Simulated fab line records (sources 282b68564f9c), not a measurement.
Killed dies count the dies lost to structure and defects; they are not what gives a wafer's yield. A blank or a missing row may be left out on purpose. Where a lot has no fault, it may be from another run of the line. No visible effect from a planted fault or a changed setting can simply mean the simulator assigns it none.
Which tool is to blame? | flow rit_cmos | 13 lots with 39 wafers sampled at 4 steps, on a route of 202 steps

## WHAT THE GAUGES SHOWED, per wafer
RIT_CONTACT_CD_MEAS_08 targets a cd of 1000 nm. Usual: cd_nm reads 1000.3 nm (standard deviation 2.5).
lot  | measured    | on        | cd_nm (nm)           | flag
L208 | day 3 13:35 | cd_sem-02 | 1000.9 998.1 1002.2  |
L209 | day 3 19:16 | cd_sem-02 | 1002.8 1002.1 1002.0 |
L210 | day 3 21:35 | cd_sem-02 | 998.8 998.0 998.5    |
L211 | day 4 02:13 | cd_sem-02 | 997.6 995.7 996.9    |
L212 | day 4 09:01 | cd_sem-02 | 999.2 998.7 998.6    |
L213 | day 4 12:56 | cd_sem-02 | 1001.2 1001.6 1004.2 |
L214 | day 4 23:39 | cd_sem-02 | 1004.7 1002.0 1004.2 |
L217 | day 5 10:01 | cd_sem-01 | 1002.0 1001.4 1000.6 |
L220 | day 6 21:47 | cd_sem-02 | 998.2 998.4 997.3    |
L222 | day 6 23:21 | cd_sem-01 | 995.7 994.2 996.5    |
L227 | day 7 22:52 | cd_sem-01 | 998.9 1002.0 1001.6  |
L228 | day 8 00:23 | cd_sem-02 | 1002.8 1002.2 1000.5 |
L229 | day 8 06:22 | cd_sem-01 | 1000.6 998.7 999.5   |

RIT_M1_THK_MEAS_02: measures by xrf. Usual: M1_AL_THK typically reads 402 nm, with standard deviation 4.4.
lot  | measured    | on            | M1_AL_THK (nm) | flag
L208 | day 3 15:09 | film_metro-01 | 401 402 400    |
L209 | day 3 20:49 | film_metro-02 | 399 408 403    |
L210 | day 3 23:09 | film_metro-02 | 402 399 400    |
L211 | day 4 03:47 | film_metro-02 | 400 402 398    |
L212 | day 4 10:41 | film_metro-01 | 407 407 406    |
L213 | day 4 14:29 | film_metro-01 | 406 402 407    |
L214 | day 5 01:13 | film_metro-01 | 401 401 399    |
L217 | day 5 11:35 | film_metro-01 | 407 406 414    |
L220 | day 6 23:19 | film_metro-01 | 402 401 405    |
L222 | day 7 01:04 | film_metro-04 | 396 398 397    |
L227 | day 8 00:25 | film_metro-01 | 407 403 405    |
L228 | day 8 02:02 | film_metro-04 | 398 399 391    |
L229 | day 8 08:05 | film_metro-01 | 403 401 406    |

## WHAT TOOL EACH LOT RAN ON (gives the tool, then ch and the chambers of the sampled wafers, and finally the start)
lot  | RIT_ACTIVE_OXIDATION_01      | RIT_CONTACT_STRIP_12
L208 | furnace-03 ch 0, day 1 16:41 | plasma_asher-01 ch 0,1, day 3 14:05
L209 | furnace-03 ch 0, day 1 21:10 | plasma_asher-02 ch 0,1, day 3 19:44
L210 | furnace-04 ch 0, day 2 01:07 | plasma_asher-02 ch 0,1, day 3 22:07
L211 | furnace-04 ch 0, day 2 06:55 | plasma_asher-02 ch 0,1, day 4 02:44
L212 | furnace-03 ch 0, day 2 11:38 | plasma_asher-01 ch 0,1, day 4 09:40
L213 | furnace-03 ch 0, day 2 17:56 | plasma_asher-01 ch 0,1, day 4 13:27
L214 | furnace-04 ch 0, day 2 21:44 | plasma_asher-04 ch 0,1, day 5 00:09
L217 | furnace-04 ch 0, day 3 12:37 | plasma_asher-04 ch 0,1, day 5 10:31
L220 | furnace-04 ch 0, day 4 05:20 | plasma_asher-04 ch 0,1, day 6 22:17
L222 | furnace-03 ch 0, day 4 13:59 | plasma_asher-02 ch 0,1, day 6 23:58
L227 | furnace-04 ch 0, day 5 19:12 | plasma_asher-02 ch 0,1, day 7 23:20
L228 | furnace-04 ch 0, day 5 19:12 | plasma_asher-04 ch 0,1, day 8 00:57
L229 | furnace-04 ch 0, day 6 03:32 | plasma_asher-02 ch 0,1, day 8 06:52
- RIT_ACTIVE_OXIDATION_01: target thk 46.8 nm, ox time 3360 s.
- RIT_CONTACT_STRIP_12: strips in O2, time 180 s.

## AS READ BY THE TOOLS THEMSELVES (means over the sampled wafers that have a number; for cases with no such wafer, the mark the record gives instead)
RIT_CONTACT_STRIP_12. Usual: drypump_motor_current_A reads 5.8 A (standard deviation 0.47).
lot  | tool            | drypump_motor_current_A (A) | flag
L208 | plasma_asher-01 | 5.7                         |
L209 | plasma_asher-02 | 6.5                         |
L210 | plasma_asher-02 | 6.5                         |
L211 | plasma_asher-02 | 6.4                         |
L212 | plasma_asher-01 | 5.7                         |
L213 | plasma_asher-01 | 5.6                         |
L214 | plasma_asher-04 | 5.2                         |
L217 | plasma_asher-04 | 5.3                         |
L220 | plasma_asher-04 | 5.3                         |
L222 | plasma_asher-02 | 6.5                         |
L227 | plasma_asher-02 | 6.5                         |
L228 | plasma_asher-04 | 5.2                         |
L229 | plasma_asher-02 | 6.4                         |

## THE ANSWER, worked out from the rows above alone
Rule: a lot counts as off when the mean over its wafers that have a number is more than 3 standard deviations away from the usual mean. Also off: a lot with no number at a reading for which 4 or more lots have one. Any other lot the step has rows for is counted as sound. Order of review: gauges by route order, followed by the tools' own readings, for which a lot's mean as printed above is used. The first step at which some lot is off is used, and at that step the reading that is off furthest; a lot without a number counts as furthest.
No lot is off on any of the readings shown, so nothing can be concluded from this.

## WHAT THE SIMULATOR HAD PUT IN
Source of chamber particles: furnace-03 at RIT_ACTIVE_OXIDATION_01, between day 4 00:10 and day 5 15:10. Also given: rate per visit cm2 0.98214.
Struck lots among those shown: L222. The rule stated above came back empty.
